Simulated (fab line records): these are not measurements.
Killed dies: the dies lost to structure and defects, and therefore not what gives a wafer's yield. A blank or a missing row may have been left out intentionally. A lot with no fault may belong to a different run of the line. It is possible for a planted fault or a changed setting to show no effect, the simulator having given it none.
Lot-split experiment    flow berkeley-cmos170    23 wafers read across 5 lots, on a route 331 steps long

== THE SPLIT ITSELF ==
At UCB170_V1_CMP_02 (polishes SiO2), the setting leave-above-ref-nm was moved away from the recipe's 1000 nm on 9 of the 23 wafers read, by -6.6% to +5.3%. This setting was run at the recipe's value on the other wafers.

== FROM THE SPLIT TO THE READING: what the file shows between them, 3 steps ==
- UCB170_V1_THK_MEAS_04
- UCB170_V1_CLEAN_05: cleans in DIW
- UCB170_V1_HMDS_06: prime time 60 s

== THE READING ==
oes-product-au, in a.u., at UCB170_V1_ETCH_14 (etches SiO2 in CHF3/CF4/Ar, stops on Al, target depth 1250 nm, time 291 s). Fault-free wafers of this fab line usually give 0.866 a.u., standard deviation 0.014 a.u.

wafer   tool, chamber at the split  leave-above-ref-nm as run, nm  against the recipe  oes-product-au, a.u.  against lot-mates on the recipe
L076.1  cmp-02, 2                   1000                           recipe              0.862                 -
L076.4  cmp-02, 3                   1000                           recipe              0.867                 -
L076.6  cmp-02, 0                   1000                           recipe              0.849                 -
L075.1  cmp-01, 1                   1000                           recipe              0.864                 -
L075.2  cmp-01, 2                   1053                           +5.3%               0.886                 +0.025
L075.3  cmp-01, 0,3                 1053                           +5.3%               0.883                 +0.022
L075.4  cmp-01, 3                   1000                           recipe              0.859                 -
L075.5  cmp-01, 0,3                 1053                           +5.3%               0.897                 +0.036
L077.1  cmp-02, 3                   1000                           recipe              0.860                 -
L077.2  cmp-02, 2                   1000                           recipe              0.868                 -
L077.3  cmp-02, 0                   1000                           recipe              0.857                 -
L077.5  cmp-02, 2                   1000                           recipe              0.863                 -
L077.6  cmp-02, 3                   1000                           recipe              0.866                 -
L081.1  cmp-02, 0                   973.7                          -2.6%               0.850                 -0.007
L081.2  cmp-02, 2                   973.7                          -2.6%               0.837                 -0.020
L081.3  cmp-02, 3                   1000                           recipe              0.871                 -
L081.4  cmp-02, 1                   1000                           recipe              0.843                 -
L081.5  cmp-02, 2                   973.7                          -2.6%               0.833                 -0.024
L083.1  cmp-01, 3                   934.2                          -6.6%               0.830                 -0.033
L083.2  cmp-01, 2                   934.2                          -6.6%               0.833                 -0.030
L083.4  cmp-01, 1                   1000                           recipe              0.864                 -
L083.5  cmp-01, 1                   1000                           recipe              0.863                 -
L083.6  cmp-01, 0                   934.2                          -6.6%               0.822                 -0.041
The file does not say which wafer passed through which chamber wherever a row lists several chambers: such a row stands for several wafers.

THE FIT
A straight line over all 23 wafers: oes-product-au changes by +0.00529 a.u. for each +1% of leave-above-ref-nm; r = +0.92; the points scatter about the line by 0.0076 a.u.
The same after taking each lot's own level away (the mean of its wafers on the recipe; 23 wafers): +0.00534 a.u. for each +1%; r = +0.93; scatter 0.0069 a.u.
On that fit, the largest move of leave-above-ref-nm shifts the reading by 0.035 a.u.
Measured against the standard deviation above, the lots' own levels, which go from 0.8570 to 0.8635 a.u., span 0.5 times it.
Consequently the slope shifts little with the lot-to-lot level, the two slopes agreeing.
Check: for one of the wafers moved furthest among these (-6.6%), held out of the fit, the line's prediction against its lot-mates is -0.0362 a.u. It came out at -0.0335 a.u. against them.

== THE OTHER SPLITS THESE WAFERS WENT THROUGH ==
Before the reading, these wafers also passed through other splits. Each is held against what the fit with the lots' levels taken away leaves over:
other split on the same wafers        wafers away from the commonest value  r with oes-product-au (lot level and that fit taken away)
UCB170_NLDD_EXPOSE_03 dose-mj         8                                     +0.14
UCB170_NLDD_STRIP_10 o2-flow-sccm     5                                     -0.12
UCB170_PSD_PEB_04 peb-temp-c          8                                     +0.20
UCB170_BACKSIDE_COAT_01 spin-rpm      8                                     +0.25
UCB170_SDANNEAL_RTA_01 time-s         5                                     -0.12
UCB170_CONTACT_COAT_04 resist-thk-nm  8                                     +0.06
UCB170_M1_SPUTTER_00 power-w          4                                     +0.07

== THE WHOLE CHAIN: every reading that the file lists as answering this split, in the file's order ==
step                   what it does                                                               reading                                                                    change (the file's fit)                    r (the file's)
UCB170_V1_CMP_02       polishes SiO2                                                              SiO2_of_V1_CVD_00.thk-nm (the simulator's own value, which no gauge read)  +9.88 nm for each +1% of the setting       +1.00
UCB170_V1_THK_MEAS_04                                                                             V1_POLISHED_THK                                                            +9.85 for each +1% of the setting          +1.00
UCB170_V1_ETCH_14      etches SiO2 in CHF3/CF4/Ar, stops on Al, target depth 1250 nm, time 291 s  oes-product-au                                                             +0.00543 a.u. for each +1% of the setting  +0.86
UCB170_V1_ETCH_14      etches SiO2 in CHF3/CF4/Ar, stops on Al, target depth 1250 nm, time 291 s  etch.depth-nm (the simulator's own value, which no gauge read)             +10.2 nm for each +1% of the setting       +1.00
UCB170_V1_ETCH_14      etches SiO2 in CHF3/CF4/Ar, stops on Al, target depth 1250 nm, time 291 s  V1.feature-depth-nm (the simulator's own value, which no gauge read)       +9.86 nm for each +1% of the setting       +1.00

== FILE'S OWN FIT ==
oes-product-au changes by +0.00543 a.u. for each +1% of leave-above-ref-nm, r = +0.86.
